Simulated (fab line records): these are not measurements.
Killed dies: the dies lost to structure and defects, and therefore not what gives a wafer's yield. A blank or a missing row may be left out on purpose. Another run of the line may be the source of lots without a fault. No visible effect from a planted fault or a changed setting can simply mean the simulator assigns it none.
Comparing a struck lot with a sound one -- flow berkeley cmos170 -- 17 steps out of a route of 331
Sound: these wafers, L823.1, L823.2, L823.4. Struck: wafers L827.1, L827.2, L827.6. The cause is named last.
For every step that has rows: the tool of each side, followed by ch and its chambers, followed by its first start. Under that, the readings that differ: sound wafers -- struck wafers -- difference of the means -- sigmas: that difference in standard deviations of wafers without a fault.
alike: a reading whose means differ by less than 2 such deviations, as well as words and numbers matching on both sides. not compared: withheld readings; readings where some wafer has no value; bounds like >300 that might hide an equal value; numbers whose values overlap and for which the record gives no deviation.
The two part at a step that has a row with sigmas, a row that says differs or no value, or rows on one side only. Non-overlapping numbers with no deviation appear without sigmas and do not part them. A reading that every wafer of one side lacks parts them only if that side has two wafers or more.

first, 1 step without rows for these wafers: UCB170_CONTACT_CLEAN_20 (cleans in SPM, time 600 s).
UCB170_M1_SPUTTER_00: material Al, target thk 600 nm, time 80 s.
  struck on pvd sputter-03, day 8 00:00; sound on pvd sputter-04, day 7 19:59
  alike: throttle valve pct
UCB170_M1_RS_MEAS_01: the measuring method here is four-point-probe.
  struck on film metro-01, day 8 00:04; sound on film metro-04, day 7 20:02
  alike: M1_AL_RS
UCB170_M1_THK_MEAS_02: measures by xrf.
  struck on film metro-01, day 8 00:11; sound on film metro-04, day 7 20:10
  alike: M1_AL_THK
then, 6 steps without rows for these wafers: UCB170_M1_COAT_03; UCB170_M1_COAT_04 (resist thk 911.6 nm); UCB170_M1_SOFTBAKE_05 (time 60 s); UCB170_M1_EXPOSE_06 (exposes mask METAL1, target cd 700 nm); UCB170_M1_PEB_07; UCB170_M1_DEVELOP_08 (develop time 45 s).
UCB170_M1_CD_MEAS_09 targets a cd of 700 nm.
  struck on cd sem-01, day 8 01:37; sound on cd sem-01, day 7 21:11
  alike: cd nm
UCB170_M1_OVL_MEAS_10:
  struck on overlay-02, day 8 01:44; sound on overlay-02, day 7 21:19
  alike: M1_OVL
UCB170_M1_ETCH_11: etches BARC in N2/H2.
  sound on rie diel-03 ch 1,2,3, day 7 21:20; struck on rie diel-04 ch 0,3, day 8 01:47
  no value came back on the struck wafers for any of 6 readings (bias w (W), chamber pressure mTorr (mTorr) and others); on the sound wafers bias w (W) reads 99.7 100.0 100.4
UCB170_M1_METAL_ETCH_12: etches Al in Cl2/BCl3, stops on PSG, target depth 780 nm, time 130 s.
  sound on rie metal-03 ch 0,1, day 7 21:23; struck on rie metal-02 ch 0,1, day 8 01:49
reading,sound,struck,difference,sigmas
oes product au (a.u.),0.859 0.847 0.863,0.374 0.370 0.379,-0.482,-32
  alike: bcl3 flow sccm, bias w, drypump motor current A, throttle valve pct
  not compared: rf hours counter h
UCB170_M1_STRIP_13: strips in O2.
  sound on plasma asher-03 ch 0,1, day 7 21:31; struck on plasma asher-02 ch 0,1, day 8 01:58
  alike: drypump motor current A, oes product au
  not compared: rf hours counter h
UCB170_M1_CD_MEAS_90 targets a cd of 700 nm.
  struck on cd sem-02, day 8 02:04; sound on cd sem-02, day 7 21:37
reading,sound,struck,difference,sigmas
cd nm (nm),699.3 699.6 697.9,- - -,no value on the struck wafers,
then, 1 step without rows for these wafers: UCB170_M1_ANNEAL_14 (time 1200 s).

== WHERE THEY PART ==
Last at UCB170_M1_CD_MEAS_90 as far as this record goes, first at UCB170_M1_ETCH_11.

WHY: what had been put in by the simulator
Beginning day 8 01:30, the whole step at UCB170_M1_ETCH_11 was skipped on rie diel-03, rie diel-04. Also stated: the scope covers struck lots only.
